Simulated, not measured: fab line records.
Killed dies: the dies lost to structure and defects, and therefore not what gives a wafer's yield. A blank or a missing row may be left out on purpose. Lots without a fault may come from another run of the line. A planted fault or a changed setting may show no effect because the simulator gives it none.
Which of the tools did it?	flow rit cmos	15 lots, 45 wafers sampled, at 2 steps of a route of 202

== WHAT THE GAUGES SHOWED, per wafer ==
The record holds no reading of a measuring or inspecting step that can be judged against a usual standard deviation.

== TOOL THAT RAN EACH LOT (tool first, then ch and the chambers of the sampled wafers, then the start) ==
lot	RIT_SPACER_ETCHBACK_05	RIT_M1_PROBE_99
L837	rie diel-04 ch 1,2, day 3 06:07	prober-01, day 3 17:13
L838	rie diel-04 ch 0,1,2, day 3 10:27	-
L839	rie diel-03 ch 0,1,2, day 3 17:59	prober-02, day 4 05:11
L840	rie diel-04 ch 0,2, day 3 20:39	prober-01, day 4 07:58
L841	rie diel-01 ch 1,2,3, day 4 00:22	prober-02, day 4 11:37
L842	rie diel-03 ch 2,3, day 4 06:11	-
L849	rie diel-01 ch 0,1,2, day 5 18:58	prober-01, day 6 06:15
L850	rie diel-04 ch 1,3, day 6 01:50	-
L851	rie diel-03 ch 0,1, day 6 04:57	-
L852	rie diel-04 ch 0,1, day 6 11:46	prober-02, day 6 22:54
L854	rie diel-04 ch 1,2,3, day 6 19:20	-
L856	rie diel-04 ch 1,2, day 7 07:43	-
L857	rie diel-03 ch 1,2, day 7 10:47	-
L858	rie diel-01 ch 0,2, day 7 14:50	-
L859	rie diel-03 ch 0,3, day 7 22:38	-
- RIT_SPACER_ETCHBACK_05: etches Si3N4 in SF6/CHF3, stops on SiO2, target depth 250 nm, time 240 s.
- RIT_M1_PROBE_99

== WHAT THE TOOLS THEMSELVES READ (means of the sampled wafers that have a number; where no wafer has one, the mark that the record gives instead) ==
RIT_SPACER_ETCHBACK_05.
lot	tool	CHF3_flow_sccm (sccm)	SF6_flow_sccm (sccm)	drypump motor current A (A)	oes product au (a.u.)	rf fwd power W (W)	throttle valve pct (%)
L837	rie diel-04	29.94	29.99	6.2	0.848	249.1	10.16
L838	rie diel-04	30.01	29.99	6.2	0.846	248.4	10.18
L839	rie diel-03	-	-	-	-	-	-
L840	rie diel-04	-	-	-	-	-	-
L841	rie diel-01	-	-	-	-	-	-
L842	rie diel-03	30.08	30.02	5.5	0.843	247.9	10.25
L849	rie diel-01	29.96	30.05	5.7	0.840	248.5	10.22
L850	rie diel-04	30.04	29.98	5.9	0.827	250.8	10.27
L851	rie diel-03	30.03	29.95	5.9	0.831	248.9	10.20
L852	rie diel-04	29.96	29.98	6.2	0.860	248.1	10.23
L854	rie diel-04	30.02	29.98	6.0	0.845	250.0	10.20
L856	rie diel-04	29.94	29.96	6.3	0.832	248.8	10.15
L857	rie diel-03	30.01	29.92	5.9	0.834	249.4	10.24
L858	rie diel-01	30.07	29.96	6.0	0.835	248.2	10.18
L859	rie diel-03	29.91	29.95	5.1	0.856	249.6	10.18

RIT_M1_PROBE_99.
lot	tool	killed_at_M0_to_M3	killed at contacts	killed at front end	killed dies	killed on rim	killed open	killed short
L837	prober-01	0.0	0.0	5.3	5.3	0.3	3.3	2.0
L839	prober-02	0.0	0.0	264.0	264.0	70.0	3.0	3.0
L840	prober-01	0.0	0.0	264.0	264.0	70.0	1.7	1.7
L841	prober-02	0.0	0.0	264.0	264.0	70.0	1.3	5.0
L849	prober-01	0.0	0.0	1.0	1.0	1.0	1.0	0.0
L852	prober-02	0.0	0.3	4.3	4.7	0.7	3.7	1.0

== THE ANSWER, worked out from the rows above alone ==
Rule: the lots themselves supply what counts as usual. The widest of any qualifying gaps counts: lots, ordered by their means at a reading, are off when they make up no more than a third of the lots, leave a main group of 4 or more, and stand apart from it by 3 or more times the standard deviation of that group's means. Not used: any main group whose means are identical at the precision the tables above print for the reading. A lot without any number at a reading at which 4 lots or more have one is off too. All remaining lots with rows at the step are treated as sound. After the gauges, taken in route order, come the tools' own readings; for these a lot's mean is taken, as printed above. At the first step where some lot is off, the reading lying furthest off is the one used; lots without a number count as furthest.
Off: L839, L840, L841, at RIT_SPACER_ETCHBACK_05 (CHF3_flow_sccm). Without a number there: L839, L840, L841. For the main group the mean is 30.00 sccm and the standard deviation 0.052.
A tool fits if, at that step or a process step before it, it ran every lot that is off, and no sound lot after the first of them. None of those tried fits.

== WHAT THE SIMULATOR PUT IN ==
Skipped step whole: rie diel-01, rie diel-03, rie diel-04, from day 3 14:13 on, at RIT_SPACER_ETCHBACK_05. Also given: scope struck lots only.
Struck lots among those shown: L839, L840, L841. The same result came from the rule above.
